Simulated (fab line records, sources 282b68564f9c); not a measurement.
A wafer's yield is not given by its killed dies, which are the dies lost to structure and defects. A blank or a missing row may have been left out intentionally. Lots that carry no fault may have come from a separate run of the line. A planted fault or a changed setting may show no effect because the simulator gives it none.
2 desks looking at one fault | flow rit cmos | every desk sees just its own numbers, and what lay behind them comes last

METROLOGY DESK
What the gauges read for every lot (on any tool): the sampled wafers with a number, averaged. Marked OUT: a lot whose mean sits more than 4 standard deviations from the usual mean, which makes it out of limits; the brackets give that distance.
Columns: A = INCOMING_BOW at RIT_ACTIVE_BOW_MEAS_00, usual 1 um; B = M1_OVL at RIT_M1_OVL_MEAS_10, usual -0.3 nm
lot  | first seen here | A  | B
L446 | day 1 10:01     | 7  | -0.2
L447 | day 1 15:00     | -2 | 0.7
L448 | day 1 20:01     | -3 | -1.7
L449 | day 2 01:01     | -1 | -0.5
L450 | day 2 06:00     | 3  | -0.6
L451 | day 2 11:00     | 0  | -0.4
L455 | day 3 07:00     | -1 | -1.4
L459 | day 4 03:01     | 0  | -0.8
L460 | day 4 08:01     | 5  | 1.4
L462 | day 4 18:00     | -3 | -0.4
L466 | day 5 14:00     | -1 | -1.6
L468 | day 6 00:01     | -1 | 0.8
Result from this desk: across the 12 lots, nothing is out of limits.

TOOL OWNER'S DESK, litho track-01
The tool's own readings at RIT_PSD_DEVELOP_05 (develop time 50 s): means of the sampled wafers that have a number, for each lot that ran on this tool. Marked OUT: a lot whose mean sits more than 4 standard deviations from the usual mean, which makes it out of limits; the brackets give that distance.
Columns: A = developer temp C at RIT_PSD_DEVELOP_05, usual 23.01 C
lot  | first seen here | A
L450 | day 4 02:00     | 22.88
L455 | day 5 05:00     | 23.91 (+7.5) OUT
L459 | day 5 19:00     | 23.90 (+7.4) OUT
This desk's finding: out of limits on L455, L459; first on L455, day 5 05:00 (developer temp C at RIT_PSD_DEVELOP_05). In limits: L450.

PUT TOGETHER
The tool owner's desk had the chance to raise an alarm at day 5 05:00 on L455, L459.
Nothing out of limits was seen by the metrology desk.
The metrology desk has L455, L459 on record, within its limits.
All the named lots went through RIT_PSD_DEVELOP_05 on litho track-01.

WHAT WAS PUT IN BY THE SIMULATOR
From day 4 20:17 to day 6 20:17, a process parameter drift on litho track-01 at RIT_PSD_DEVELOP_05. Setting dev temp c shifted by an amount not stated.
Struck lots among those shown: L455, L459.
Each desk's first reading out of limits, in hours after the fault started: the tool owner's desk, 9.
